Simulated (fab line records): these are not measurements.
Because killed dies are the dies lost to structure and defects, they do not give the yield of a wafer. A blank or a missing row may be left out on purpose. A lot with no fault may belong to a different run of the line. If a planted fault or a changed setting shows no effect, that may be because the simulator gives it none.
Comparing a struck lot with a sound one :: flow berkeley-cmos170 :: 15 out of 331 route steps
Sound: the wafers L769.1, L769.2, L769.6. Wafers struck: L759.1, L759.3, L759.5. At the end, the cause is stated.
Per side, at each step with rows, come the tool, then ch with its chambers, and then its first start. Under that, the readings that differ: sound wafers :: struck wafers :: difference of the means :: sigmas: that difference in standard deviations of wafers without a fault.
alike: a reading whose means differ by less than 2 such deviations, as well as words and numbers matching on both sides. not compared: withheld readings; readings where some wafer has no value; bounds like >300 that might hide an equal value; numbers whose values overlap and for which the record gives no deviation.
Wherever a step has rows on one side only, a row that says differs or no value, or a row with sigmas, the two part there. Non-overlapping numbers with no deviation appear without sigmas and do not part them. A reading that every wafer of one side lacks parts them only if that side has two wafers or more.

UCB170_SDANNEAL_RTA_01: time 5 s.
  sound on rtp-anneal-01 ch 0, day 11 13:20; struck on rtp-anneal-01 ch 0, day 9 12:45
  alike: lamp-power-pct, wafer_temp_C_max
UCB170_SDANNEAL_RS_MEAS_02: uses a four-point probe to measure.
  sound: film-metro-04 at day 11 13:23; struck: film-metro-04 at day 9 12:49
  alike: PSD_RS
UCB170_SDANNEAL_RS_MEAS_03: uses a four-point probe to measure.
  sound: film-metro-04 at day 11 13:31; struck: film-metro-04 at day 9 12:56
  alike: NSD_RS
UCB170_SDANNEAL_RS_MEAS_04: uses a four-point probe to measure.
  sound: film-metro-04 at day 11 13:38; struck: film-metro-04 at day 9 13:03
  alike: PLDD_RS
UCB170_SDANNEAL_RS_MEAS_05: uses a four-point probe to measure.
  sound: film-metro-04 at day 11 13:45; struck: film-metro-04 at day 9 13:10
  alike: NLDD_RS
then, 1 step without rows for these wafers: UCB170_SILICIDE_PRE_CLEAN_00 (preclean etch time 60 s).
UCB170_SILICIDE_SPUTTER_01: material Ti, target thk 30 nm, time 25 s.
  sound: pvd-sputter-01 at day 11 13:56; struck: pvd-sputter-02 at day 9 13:22
  alike: throttle-valve-pct
UCB170_SILICIDE_RS_MEAS_02: uses a four-point probe to measure.
  sound: film-metro-02 at day 11 13:58; struck: film-metro-02 at day 9 13:23
reading: SILICIDE_TI_RS (ohm/sq)
sound: 25.9 25.9 25.6
struck: 26.5 26.7 26.6
difference: +0.8
sigmas: +2
UCB170_SILICIDE_THK_MEAS_03: measures by xrf.
  sound: film-metro-02 at day 11 14:05; struck: film-metro-02 at day 9 13:31
reading: SILICIDE_TI_THK (nm)
sound: 30.2 30.3 30.6
struck: 29.7 29.5 29.4
difference: -0.8
sigmas: -2
UCB170_SILICIDE_RTA_04: time 15 s.
  sound on rtp-anneal-02 ch 0, day 11 14:09; struck on rtp-anneal-02 ch 0, day 9 13:34
  alike: lamp-power-pct, wafer_temp_C_max
then, 2 steps without rows for these wafers: UCB170_SILICIDE_WET_ETCH_05 (etches Ti in SPM, time 45 s); UCB170_CONTACT_CLEAN_00 (cleans in SPM, time 600 s).
UCB170_CONTACT_CVD_01: deposits PSG from SiH4/O2/PH3, target thk 700 nm, time 2820 s.
  sound on lpcvd-02 ch 0, day 11 14:28; struck on lpcvd-01 ch 1, day 9 14:51
reading: model.PSG_of_CONTACT_CVD_01.thk-nm (nm)
sound: 709.4 710.4 710.5
struck: 309.7 312.3 314.5
difference: -397.9
sigmas: 
  alike: sih4-flow-sccm, zone-power-centre-pct
UCB170_CONTACT_THK_MEAS_02:
  sound: film-metro-03 at day 11 16:15; struck: film-metro-04 at day 9 16:52
reading: CONTACT_PSG_THK (nm)
sound: 709 710 710
struck: 310 312 314
difference: -398
sigmas: -80
  not compared: hold
UCB170_M3_PROBE_99:
  the record has rows for the sound wafers here (prober-01, day 12 12:02) and none for the struck ones

== WHERE THEY PART ==
First at UCB170_SILICIDE_RS_MEAS_02; last, within this record, at UCB170_M3_PROBE_99.

WHY: what the simulator had put in
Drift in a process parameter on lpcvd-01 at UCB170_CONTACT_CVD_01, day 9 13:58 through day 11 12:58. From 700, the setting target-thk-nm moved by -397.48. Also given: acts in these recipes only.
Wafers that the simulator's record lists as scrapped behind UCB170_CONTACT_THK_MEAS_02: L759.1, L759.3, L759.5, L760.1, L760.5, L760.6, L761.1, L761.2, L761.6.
